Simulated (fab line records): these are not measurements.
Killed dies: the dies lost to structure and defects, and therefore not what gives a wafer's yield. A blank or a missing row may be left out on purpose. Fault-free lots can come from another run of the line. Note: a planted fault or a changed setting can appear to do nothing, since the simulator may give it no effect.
fab line records    flow rit-cmos
record: lots: 7  wafers: 21  last-day: 7
route steps=202 shown NRETRO@55 PRETRO@64 M1@202
lots that met no fault: from a run of the same line without faults
start-h: the number of hours between the record's first day and the start of the first shown wafer of the lot    wait-h: hours elapsed since this lot's preceding step    " the same as in the row above    L1.1+2: one row covering several wafers at once    - value missing, or start not given    * or withheld: withheld    < > ~ a bound
route shown NAME@n: a module of which the file shows steps, and the number in the route of the first    usual: average and standard deviation across the fault-free wafers    same: alike in all rows    chamber/n: place in a boat    sites: per-site readings    _std_site: standard deviation of those values    _edge_site: inner sites' mean taken away from outer sites' mean    radius-mm: how far each site lies from the wafer's centre    mask NAME#n: copy n    behind: the tool/chamber that last shaped the wafer    hold: cause of the lot's hold/its duration in hours/its outcome    device: the transistor (n, p or np) that didn't switch    end of line: tests of these same wafers at the route's end    a step with no rows: only its recipe    killed: dies that structure and defects cost at the first sort, which is not the same as the wafer's yield    map: shows each die of a wafer: x if killed, . if not, _ if none is there
set.NAME: the run value of the setting; set.NAME@STEP: its run value at that earlier step    model.NAME: the simulator's own value behind a step, which no gauge read
certain route steps with their lots: each step a table, each wafer a row
services: when a tool's chamber went out of use (start-h, in hours from the record's first day, below 0 if earlier), for how many hours, and the reason
== steps ==
step: RIT_NRETRO_SOFTBAKE_02
recipe: resist: NOVOLAK  temp-c: 90  time-s: 60
step: RIT_NRETRO_EXPOSE_03
recipe: mask-id: M4  na: 0.57  target-cd-nm: 43900  dose-mj: 250
step: RIT_NRETRO_PEB_04
recipe: resist: NOVOLAK  temp-c: withheld  time-s: withheld
step: RIT_NRETRO_DEVELOP_05
recipe: resist: NOVOLAK  develop-time-s: 68  dev-temp-c: 23
step: RIT_NRETRO_OVL_MEAS_06
usual: NRETRO_OVL: 1.2/1.1
lot.wafer  tool        chamber  start-h  wait-h  NRETRO_OVL[nm]
L953.1     overlay-01  -        48.33    -       1.9
L953.3     "           -        "        "       1.7
L953.5     "           -        "        "       2.0
L954.1     overlay-02  -        52.82    -       1.7
L954.2     "           -        "        "       2.3
L954.6     "           -        "        "       -0.4
L962.3     overlay-01  -        91.02    -       2.7
L962.4     "           -        "        "       3.0
L962.5     "           -        "        "       3.7
L967.1     overlay-02  -        118.35   -       -0.6
L967.2     "           -        "        "       0.8
L967.4     "           -        "        "       1.6
L968.3     overlay-02  -        124.50   -       1.0
L968.4     "           -        "        "       0.0
L968.6     "           -        "        "       0.2
L969.2     overlay-01  -        133.19   -       0.1
L969.4     "           -        "        "       0.8
L969.5     "           -        "        "       2.7
L970.1     overlay-01  -        137.10   -       2.5
L970.5     "           -        "        "       1.8
L970.6     "           -        "        "       0.3
step: RIT_NRETRO_HARDBAKE_07
recipe: resist: NOVOLAK  temp-c: 140  time-s: 120
step: RIT_NRETRO_IMPLANT_08
recipe: species: P  energy-kev: 70  dose-cm2: 1e+13  tilt-deg: 6.84
step: RIT_NRETRO_STRIP_09
recipe: chemistry: O2  time-s: 180  resist: NOVOLAK  platen-temp-c: withheld  power-w: 500  pressure-mtorr: 4000  o2-flow-sccm: 4000
usual: drypump-motor-current-A: 5.6/0.59
lot.wafer  tool             chamber  start-h  wait-h  drypump-motor-current-A  rf-hours-counter-h
L953.1     plasma-asher-02  1        48.76    0.1     5.1                      26
L953.3     "                1        "        "       5.1                      -
L953.5     "                0        "        "       6.5                      -
L954.1     plasma-asher-04  0        53.26    0.1     5.8                      41
L954.2     "                1        "        "       6.4                      41
L954.6     "                0        "        "       5.8                      -
L962.3     plasma-asher-01  1        91.51    0.1     5.2                      -
L962.4     "                0        "        "       5.1                      -
L962.5     "                1        "        "       5.2                      -
L967.1     plasma-asher-01  0        118.79   0.1     5.1                      47
L967.2     "                1        "        "       5.2                      47
L967.4     "                1        "        "       5.2                      -
L968.3     plasma-asher-02  1        124.98   0.1     5.1                      -
L968.4     "                0        "        "       6.5                      -
L968.6     "                1        "        "       5.1                      -
L969.2     plasma-asher-01  1        133.62   0.1     5.2                      48
L969.4     "                0        "        "       5.1                      -
L969.5     "                0        "        "       5.1                      -
L970.1     plasma-asher-04  1        137.54   0.1     6.4                      2
L970.5     "                1        "        "       6.5                      -
L970.6     "                0        "        "       5.8                      -
step: RIT_NRETRO_TW_MEAS_10
usual: NRETRO_TW: 1049/9.4
lot.wafer  tool           chamber  start-h  wait-h  NRETRO_TW
L953.1     film-metro-03  -        48.94    0.1     1054
L953.3     "              -        "        "       1054
L953.5     "              -        "        "       1057
L954.1     film-metro-01  -        53.43    0.1     1045
L954.2     "              -        "        "       1046
L954.6     "              -        "        "       1046
L962.3     film-metro-03  -        91.64    0.1     1046
L962.4     "              -        "        "       1044
L962.5     "              -        "        "       1047
L967.1     film-metro-02  -        118.97   0.1     1056
L967.2     "              -        "        "       1053
L967.4     "              -        "        "       1054
L968.3     film-metro-03  -        125.12   0.1     1045
L968.4     "              -        "        "       1044
L968.6     "              -        "        "       1049
L969.2     film-metro-01  -        133.80   0.1     1045
L969.4     "              -        "        "       1052
L969.5     "              -        "        "       1049
L970.1     film-metro-02  -        137.71   0.1     1061
L970.5     "              -        "        "       1064
L970.6     "              -        "        "       1065
step: RIT_PRETRO_HMDS_00
recipe: prime-time-s: 60  prime-temp-c: 140
step: RIT_PRETRO_COAT_01
recipe: resist: NOVOLAK  spin-rpm: 1987  resist-thk-nm: 1300
step: RIT_PRETRO_SOFTBAKE_02
recipe: resist: NOVOLAK  temp-c: 90  time-s: 60
step: RIT_PRETRO_EXPOSE_03
recipe: mask-id: M5  na: 0.57  target-cd-nm: 43700  dose-mj: 250
lot.wafer   tool              chamber  start-h  wait-h  mask  model.PRETRO.overlay-x-nm
L953.1+3+5  iline-stepper-01  0        49.57    0.2     M5#0  0.616
L954.1+2+6  iline-stepper-01  0        53.94    0.1     M5#0  0.7632
L962.3+4+5  iline-stepper-02  0        92.30    0.2     M5#0  1.101
L967.1+2+4  iline-stepper-01  0        119.48   0.1     M5#0  129.8
L968.3+4+6  iline-stepper-01  0        125.65   0.1     M5#0  130.5
L969.2+4+5  iline-stepper-01  0        134.32   0.1     M5#0  129.4
L970.1+5+6  iline-stepper-02  0        138.35   0.2     M5#0  1.804
step: RIT_PRETRO_PEB_04
recipe: resist: NOVOLAK  temp-c: withheld  time-s: withheld
step: RIT_PRETRO_DEVELOP_05
recipe: resist: NOVOLAK  develop-time-s: 68  dev-temp-c: 23
step: RIT_PRETRO_OVL_MEAS_06
usual: PRETRO_OVL: 0.5/1.5
lot.wafer  tool        chamber  start-h  wait-h  PRETRO_OVL[nm]
L953.1     overlay-01  -        50.00    -       2.7
L953.3     "           -        "        "       0.8
L953.5     "           -        "        "       -0.2
L954.1     overlay-01  -        54.37    -       2.0
L954.2     "           -        "        "       1.0
L954.6     "           -        "        "       1.9
L962.3     overlay-01  -        92.70    -       2.9
L962.4     "           -        "        "       2.1
L962.5     "           -        "        "       2.5
L967.1     overlay-01  -        119.91   -       128.8
L967.2     "           -        "        "       127.8
L967.4     "           -        "        "       130.2
L968.3     overlay-01  -        126.13   -       130.0
L968.4     "           -        "        "       130.4
L968.6     "           -        "        "       130.1
L969.2     overlay-01  -        134.74   -       130.3
L969.4     "           -        "        "       130.8
L969.5     "           -        "        "       130.2
L970.1     overlay-02  -        139.00   -       2.0
L970.5     "           -        "        "       3.0
L970.6     "           -        "        "       3.4
step: RIT_PRETRO_HARDBAKE_07
recipe: resist: NOVOLAK  temp-c: 140  time-s: 120
step: RIT_M1_PROBE_99
usual: killed_at_M0_to_M3: 0.0/0.23  killed-at-contacts: 0.1/0.23  killed-at-front-end: 7/3  killed-dies: 7/3  killed-open: 3.3/2.1  killed-short: 3.7/1.9
same: gross-dies: 264  killed_at_M4_up: 0  killed-at-back-side: 0  killed-at-other: 0
lot.wafer  tool       chamber  start-h  wait-h  killed_at_M0_to_M3  killed-at-contacts  killed-at-front-end  killed-dies  killed-open  killed-short
L954.1     prober-02  -        86.48    0.1     0                   0                   4                    4            3            1
L954.2     prober-02  -        86.53    0.1     0                   0                   2                    2            2            0
L954.6     prober-02  -        86.73    0.2     0                   0                   5                    5            2            3
L962.3     prober-02  -        119.78   0.2     0                   0                   7                    7            4            3
L962.4     prober-02  -        119.83   0.2     0                   0                   8                    8            3            5
L962.5     prober-02  -        119.88   0.2     0                   1                   5                    6            1            5
L967.1     prober-01  -        147.81   0.1     0                   0                   4                    4            2            2
L967.2     prober-01  -        147.86   0.1     0                   0                   3                    3            1            2
L967.4     prober-01  -        147.96   0.2     0                   0                   1                    1            0            1
L969.2     prober-01  -        171.46   0.1     0                   0                   11                   11           4            7
L969.4     prober-01  -        171.56   0.2     0                   0                   10                   10           4            6
L969.5     prober-01  -        171.61   0.2     0                   0                   9                    9            4            5
L970.1     prober-02  -        177.26   0.1     0                   0                   14                   14           7            7
L970.5     prober-02  -        177.46   0.2     0                   0                   6                    6            3            3
L970.6     prober-02  -        177.51   0.2     0                   0                   8                    8            2            6
killed by level:class
L954.1 GATE:geometric-particle:open=2 GATE:geometric-particle:short=1 SPACER:geometric-particle:open=1
L954.2 FOX1:geometric-particle:open=1 SILICIDE:geometric-particle:open=1
L954.6 FOX1:geometric-particle:short=1 FOX1:geometric-particle:open=1 GATE:geometric-particle:short=1 SPACER:geometric-particle:short=1 SPACER:geometric-particle:open=1
L962.3 GATE:geometric-particle:short=2 REOX:geometric-particle:open=2 FOX1:geometric-particle:open=1 GATE:geometric-particle:open=1 SILICIDE:geometric-particle:short=1
L962.4 FOX1:geometric-particle:short=2 REOX:geometric-particle:short=2 SPACER:geometric-particle:open=2 REOX:geometric-particle:open=1 SPACER:geometric-particle:short=1
L962.5 SILICIDE:geometric-particle:short=3 FOX1:geometric-particle:short=1 REOX:geometric-particle:open=1 CONTACT:geometric-particle:short=1
L967.1 SPACER:geometric-particle:short=2 FOX1:geometric-particle:open=1 SPACER:geometric-particle:open=1
L967.2 FOX2:geometric-particle:short=1 GATE:geometric-particle:open=1 SILICIDE:geometric-particle:short=1
L967.4 GATE:geometric-particle:short=1
L969.2 GATE:geometric-particle:short=4 GATE:geometric-particle:open=3 FOX1:geometric-particle:short=1 FOX1:geometric-particle:open=1 REOX:geometric-particle:short=1 SPACER:geometric-particle:short=1
L969.4 GATE:geometric-particle:open=3 GATE:geometric-particle:short=3 SPACER:geometric-particle:short=2 FOX1:geometric-particle:open=1 SILICIDE:geometric-particle:short=1
L969.5 SPACER:geometric-particle:short=2 FOX1:geometric-particle:short=1 FOX1:geometric-particle:open=1 GATE:geometric-particle:open=1 REOX:geometric-particle:open=1 REOX:geometric-particle:short=1 SILICIDE:geometric-particle:open=1 SILICIDE:geometric-particle:short=1
L970.1 FOX1:geometric-particle:open=3 GATE:geometric-particle:short=3 REOX:geometric-particle:open=3 SPACER:geometric-particle:short=2 FOX2:geometric-particle:short=1 GATE:geometric-particle:open=1 SILICIDE:geometric-particle:short=1
L970.5 GATE:geometric-particle:open=2 GATE:geometric-particle:short=2 SPACER:geometric-particle:open=1 SILICIDE:geometric-particle:short=1
L970.6 GATE:geometric-particle:short=3 REOX:geometric-particle:short=2 FOX2:geometric-particle:short=1 GATE:geometric-particle:open=1 REOX:geometric-particle:open=1
== services ==
tool              chamber  start-h  hours  kind
plasma-asher-01   -        74.82    4.1    repair
iline-stepper-02  -        106.63   9.2    repair
plasma-asher-04   -        108.75   9.0    pm
plasma-asher-04   0        108.75   9.0    vent-cycle
plasma-asher-04   1        108.75   9.0    vent-cycle
plasma-asher-02   -        114.45   7.6    repair
iline-stepper-01  0        116.15   -      calibration
plasma-asher-04   0        117.75   -      clean
plasma-asher-04   1        117.75   -      clean
== key ==
first-sign: step: RIT_PRETRO_OVL_MEAS_06  reading: PRETRO_OVL  direction: up  sigmas: 89  usual: 0.5  struck: 129.8
effect none on later readings
model-effect: step: RIT_PRETRO_EXPOSE_03  value: PRETRO.overlay-x-nm  without: -0.1239  struck: 129.9
met-at RIT_PRETRO_EXPOSE_03
struck-wafers L967.1,L967.2,L967.4,L968.3,L968.4,L968.6,L969.2,L969.4,L969.5
tester-left-out L967,L968,L969
onset-between 53.94 119.48
fault: kind: scanner-matching-overlay  tool: iline-stepper-01  chamber: -  onset-h: 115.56  steps: RIT_PRETRO_EXPOSE_03  offset: 130
tester-left-out: of these lots the tester's yield and bins aren't shown, on N5 and GAA mostly nor the transistor test; their killed dies are dies lost to structure and defects alone, not to doping, threshold or leakage, so they don't give the yield
